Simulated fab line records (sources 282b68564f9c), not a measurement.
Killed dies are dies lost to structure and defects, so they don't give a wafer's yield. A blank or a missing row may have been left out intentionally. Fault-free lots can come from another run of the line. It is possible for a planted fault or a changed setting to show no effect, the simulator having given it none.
fab line records    flow rit-cmos
record: lots: 14  wafers: 42  last-day: 8
route steps=202 shown GATE@95 M1@202
lots that met no fault: from a run of the same line without faults
start-h: hours from the record's opening day to when the first of the lot's shown wafers began    wait-h: hours since the lot's step before    " repeats the value in the row above    L1.1+2: a row that stands for several wafers    - no value present, or no start provided    * or withheld: withheld    < > ~ a bound
route shown NAME@n: a module of which the file shows steps, and the number in the route of the first    usual: mean and standard deviation over wafers with no fault    same: alike in all rows    chamber/n: place in a boat    sites: per-site readings    _std_site: the values' standard deviation    _edge_site: outer sites' mean less inner sites'    radius-mm: how far each site lies from the wafer's centre    mask NAME#n: copy n    behind: the last tool/chamber to shape the wafer    hold: what put the lot on hold/how long, in hours/how the hold closed    device: the n, p or np transistor that did not switch    end of line: the same wafers' tests at the end of the route    for a step that has no rows: nothing shown but its recipe    killed: at the first sort, the dies lost to defects and structure; wafer yield is something else    map: shows each die of a wafer: x if killed, . if not, _ if none is there
set.NAME: the run value of the setting; set.NAME@STEP: its run value at that earlier step    model.NAME: the simulator's own value behind a step, which no gauge read
steps of the route over a sample of lots; a table a step, a row a wafer
services: from which hour (start-h, from the record's first day; less than 0 if before it) a tool's chamber was out of use, for how many hours, and why
== steps ==
step: RIT_GATE_ETCH_19
recipe: chemistry: SF6/CHF3/O2  time-s: 165  SF6_flow_sccm: 30  CHF3_flow_sccm: 30  O2_flow_sccm: 5  target: poly-Si  pressure-mtorr: 40  rf-w: 166.1  target-depth-a: 3125  over-etch-frac: 0.25  stop-on: SiO2
usual: drypump-motor-current-A: 5.8/0.49  oes-product-au: 0.849/0.011  run-length-s: 193.4/0.45  throttle-valve-pct: 10.20/0.1
same: over-etch-frac: 0.25
lot.wafer  tool       chamber  start-h  wait-h  drypump-motor-current-A  oes-product-au  rf-hours-counter-h  run-length-s  throttle-valve-pct
L400.1     rie-si-02  3        49.76    0.1     5.0                      0.838           95                  193.1         10.21
L400.3     "          0        "        "       5.2                      0.843           86                  193.3         10.20
L400.4     "          2        "        "       6.2                      0.868           88                  193.8         10.15
L401.3     rie-si-01  1        51.35    0.1     5.7                      0.840           2                   193.2         10.23
L401.5     "          0        "        "       6.3                      0.827           -                   193.8         10.45
L401.6     "          1        "        "       5.7                      0.841           -                   193.0         10.23
L402.2     rie-si-02  2        58.85    0.1     6.2                      0.864           88                  193.5         10.15
L402.5     "          1        "        "       6.4                      0.841           -                   194.3         10.17
L402.6     "          0        "        "       5.2                      0.851           -                   193.8         10.20
L406.1     rie-si-02  1        84.61    0.1     6.4                      0.851           1                   194.1         10.15
L406.2     "          2        "        "       6.2                      0.869           89                  193.5         10.15
L406.3     "          0        "        "       5.2                      0.859           86                  193.3         10.18
L407.1     rie-si-02  0        87.16    0.1     5.2                      0.855           86                  193.6         10.20
L407.5     "          0        "        "       5.2                      0.842           -                   194.1         10.20
L407.6     "          3        "        "       5.0                      0.834           -                   192.9         10.21
L408.1     rie-si-01  1        92.80    0.1     5.6                      0.844           2                   192.8         10.23
L408.2     "          0        "        "       6.4                      0.832           0                   193.6         10.44
L408.5     "          0        "        "       6.4                      0.838           -                   193.6         10.46
L409.2     rie-si-02  0        97.25    0.1     5.2                      0.853           87                  193.4         10.20
L409.5     "          1        "        "       6.4                      0.844           -                   193.6         10.15
L409.6     "          2        "        "       6.2                      0.853           -                   193.4         10.14
L410.2     rie-si-01  1        99.80    0.1     5.7                      0.843           3                   192.9         10.23
L410.3     "          3        "        "       5.5                      0.852           1                   193.1         10.14
L410.6     "          1        "        "       5.7                      0.837           -                   192.7         10.22
L411.3     rie-si-02  3        102.22   0.1     5.0                      0.850           95                  193.0         10.19
L411.4     "          1        "        "       6.5                      0.835           1                   193.7         10.15
L411.5     "          0        "        "       5.2                      0.856           -                   193.7         10.21
L415.1     rie-si-02  0        123.45   0.1     5.2                      0.854           87                  194.0         10.19
L415.4     "          3        "        "       5.0                      0.844           95                  193.5         10.21
L415.5     "          2        "        "       6.2                      0.868           -                   193.7         10.14
L419.1     rie-si-02  3        148.40   0.1     5.0                      1.009           95                  151.8         10.21
L419.2     "          2        "        "       6.2                      1.039           89                  152.6         10.16
L419.6     "          3        "        "       5.0                      1.007           -                   151.9         10.20
L420.4     rie-si-01  0        157.91   0.1     6.4                      0.846           1                   193.6         10.45
L420.5     "          2        "        "       5.7                      0.851           -                   193.5         10.11
L420.6     "          1        "        "       5.6                      0.868           -                   193.1         10.22
L421.2     rie-si-02  0        163.24   0.1     5.2                      1.026           87                  152.4         10.19
L421.3     "          1        "        "       6.4                      1.027           2                   153.0         10.16
L421.5     "          1        "        "       6.5                      1.010           -                   152.7         10.17
L422.2     rie-si-01  0        174.00   0.1     6.3                      0.826           1                   193.7         10.45
L422.3     "          2        "        "       5.6                      0.837           1                   192.9         10.11
L422.5     "          3        "        "       5.5                      0.846           -                   192.6         10.15
step: RIT_M1_PROBE_99
usual: killed_at_M0_to_M3: 0.0/0.083  killed-at-contacts: 0.0/0.16  killed-at-front-end: 7/3.1  killed-dies: 7/3.1  killed-on-rim: 1.9/1.4  killed-open: 3.6/2.2  killed-short: 3.4/2.1
same: gross-dies: 264  killed_at_M4_up: 0  killed-at-back-side: 0  killed-at-other: 0
lot.wafer  tool       chamber  start-h  wait-h  killed_at_M0_to_M3  killed-at-contacts  killed-at-front-end  killed-dies  killed-on-rim  killed-open  killed-short
L411.3     prober-01  -        127.72   0.2     0                   0                   6                    6            3              3            3
L411.4     prober-01  -        127.77   0.2     0                   0                   11                   11           2              5            5
L411.5     prober-01  -        127.82   0.2     0                   0                   4                    4            3              0            4
L419.1     prober-02  -        171.51   0.1     0                   0                   254                  254          70             4            2
L419.2     prober-02  -        171.56   0.1     0                   0                   256                  256          70             2            5
L419.6     prober-02  -        171.76   0.2     0                   0                   249                  249          70             5            5
killed by level:class
L411.3 FOX2:geometric-particle:open=2 REOX:geometric-particle:short=2 FOX1:geometric-particle:open=1 SPACER:geometric-particle:short=1
L411.4 GATE:geometric-particle:open=4 FOX1:geometric-particle:short=3 GATE:geometric-particle:short=2 ACTIVE:geometric-particle:open=1 NWELL:coat-microbubble-printed=1
L411.5 REOX:geometric-particle:short=2 FOX2:geometric-particle:short=1 GATE:geometric-particle:short=1
L419.1 GATE:area-etch=248 GATE:geometric-particle:short=2 GATE:geometric-particle:open=2 FOX1:geometric-particle:open=1 REOX:geometric-particle:open=1
L419.2 GATE:area-etch=249 GATE:geometric-particle:short=2 GATE:geometric-particle:open=2 FOX1:geometric-particle:short=1 SPACER:geometric-particle:short=1 REOX:geometric-particle:short=1
L419.6 GATE:area-etch=239 GATE:geometric-particle:short=4 GATE:geometric-particle:open=3 FOX1:geometric-particle:open=1 SPACER:geometric-particle:short=1 SILICIDE:geometric-particle:open=1
== services ==
tool       chamber  start-h  hours  kind
rie-si-01  0        26.92    -      clean
rie-si-01  0        26.92    21.1   scheduled-down
rie-si-01  0        26.92    21.1   vent-cycle
rie-si-01  2        80.18    -      clean
rie-si-01  2        80.18    22.9   scheduled-down
rie-si-01  2        80.18    22.9   vent-cycle
rie-si-01  -        87.12    2.8    pm
rie-si-02  1        145.58   6.2    repair
rie-si-01  -        167.33   1.2    repair
rie-si-01  1        171.60   3.9    repair
== key ==
first-sign: step: RIT_GATE_ETCH_19  reading: run-length-s  direction: down  sigmas: 91  usual: *  struck: *
effect: step: RIT_GATE_ETCH_19  reading: oes-product-au  direction: up  sigmas: 16  usual: 0.849  struck: 1.020
effect: step: RIT_M1_PROBE_99  reading: killed-at-front-end  direction: up  sigmas: 80  usual: 7  struck: 253
more-kills-born-at: RIT_GATE_ETCH_19@rie-si-02: 736
met-at RIT_GATE_ETCH_19
struck-lots L419,L421
later-rows-left-out L419.1,L419.2,L419.6,L421.2,L421.3,L421.5
sort-left-out L421.2,L421.3,L421.5
tester-left-out L419,L421
onset-between 123.45 148.40
fault: kind: process-parameter-drift  tool: rie-si-02  chamber: -  onset-h: 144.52  steps: RIT_GATE_ETCH_19  channel: time-s  offset: *  shape: step  end-h: 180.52  stated: *
tester-left-out: of these lots the tester's yield and bins aren't shown, on N5 and GAA mostly nor the transistor test; their killed dies are dies lost to structure and defects alone, not to doping, threshold or leakage, so they don't give the yield
sort-left-out: the simulated sort isn't trusted on such a fault, so these wafers' sort isn't shown, and their yield isn't known
later-rows-left-out: the simulator's readings of these wafers behind a module that went badly wrong aren't trusted and aren't shown, but for the sort
